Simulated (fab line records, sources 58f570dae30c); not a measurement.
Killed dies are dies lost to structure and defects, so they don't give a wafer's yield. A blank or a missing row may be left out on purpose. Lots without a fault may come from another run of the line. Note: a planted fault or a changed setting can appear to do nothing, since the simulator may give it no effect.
One fault seen from 2 desks :: flow berkeley-cmos170 :: every desk sees just its own numbers, and what lay behind them comes last

== FROM THE METROLOGY DESK ==
Lot by lot, what the gauges showed, no matter which tool ran the lot: averages of those sampled wafers that carry a number. If a lot's mean is further than 4 standard deviations from the usual mean, the lot is out of limits and carries the mark OUT (the distance appears in the brackets).
Columns: A = INCOMING_BOW at UCB170_START_BOW_MEAS_00, usual -1 um; B = cd-nm at UCB170_ACTIVE_CD_MEAS_13, usual 1200.2 nm; C = GATE_POLY_THK at UCB170_GATE_THK_MEAS_05, usual 213.5 nm; D = PLDD_OVL at UCB170_PLDD_OVL_MEAS_07, usual 2 nm
lot: L416
first seen here: day 1 10:02
A: -1
B: 1197.3
C: 216.6
D: 3

lot: L417
first seen here: day 1 15:00
A: -2
B: 1201.3
C: 211.6
D: 11

lot: L418
first seen here: day 1 20:01
A: 0
B: 1201.6
C: 216.9
D: -3

lot: L419
first seen here: day 2 01:00
A: 2
B: 1201.0
C: 211.6
D: -6

lot: L420
first seen here: day 2 06:00
A: -1
B: 1201.5
C: 211.7
D: 1

lot: L423
first seen here: day 2 21:01
A: 1
B: 1198.8
C: 215.1
D: -8

lot: L425
first seen here: day 3 07:00
A: -8
B: 1200.1
C: 213.3
D: 7

lot: L426
first seen here: day 3 12:38
A: 4
B: 1482.2 (+99 or more) OUT
C: -
D: -

lot: L428
first seen here: day 3 22:01
A: -4
B: 1480.3 (+99 or more) OUT
C: -
D: -

lot: L431
first seen here: day 4 13:00
A: -4
B: 1202.0
C: 212.8
D: 5

lot: L432
first seen here: day 4 18:04
A: 1
B: 1199.9
C: 212.8
D: 3

lot: L436
first seen here: day 5 14:00
A: 2
B: 1201.7
C: 213.3
D: 5

lot: L437
first seen here: day 5 19:00
A: 3
B: 1201.4
C: 211.1
D: -2

lot: L438
first seen here: day 6 00:01
A: -1
B: 1200.9
C: 209.7
D: -1
Finding of this desk: L426, L428 out of limits; the first was L426 at day 7 02:47, on cd-nm at UCB170_ACTIVE_CD_MEAS_13. Within limits: L416, L417, L418, L419, L420, L423, L425, L431, L432, L436, L437, L438.

== DESK OF THE TOOL OWNER: litho-track-03 ==
The tool's own readings at UCB170_ACTIVE_PEB_11, given as means over the sampled wafers that have a number, one for each lot that went through this tool. If a lot's mean is further than 4 standard deviations from the usual mean, the lot is out of limits and carries the mark OUT (the distance appears in the brackets).
Columns: A = chill-plate-temp-C at UCB170_ACTIVE_PEB_11, usual 23.00 C; B = plate-temp-C at UCB170_ACTIVE_PEB_11, usual 129.98 C
lot: L416
first seen here: day 4 18:52
A: 23.04
B: 129.84

lot: L423
first seen here: day 5 23:23
A: 23.00
B: 129.91

lot: L426
first seen here: day 7 02:31
A: 23.10
B: 111.10 (-99 or more) OUT

lot: L428
first seen here: day 7 02:49
A: 23.04
B: 111.16 (-99 or more) OUT
Finding of this desk: L426, L428 out of limits; the first was L426 at day 7 02:31, on plate-temp-C at UCB170_ACTIVE_PEB_11. Within limits: L416, L423.

== BROUGHT TOGETHER ==
The tool owner's desk had the chance to raise an alarm at day 7 02:31 on L426, L428.
On L426, L428, the metrology desk was in a position to raise an alarm at day 7 02:47.
Of the lots named, all ran UCB170_ACTIVE_PEB_11 on litho-track-03.

== WHAT THE SIMULATOR HAD PUT IN ==
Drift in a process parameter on litho-track-03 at UCB170_ACTIVE_PEB_11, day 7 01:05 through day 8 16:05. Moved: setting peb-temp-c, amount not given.
Struck lots among those shown: L426, L428.
Delay (hours) between the fault's onset and each desk's first out-of-limits reading: 1 at the tool owner's desk, 2 at the metrology desk.
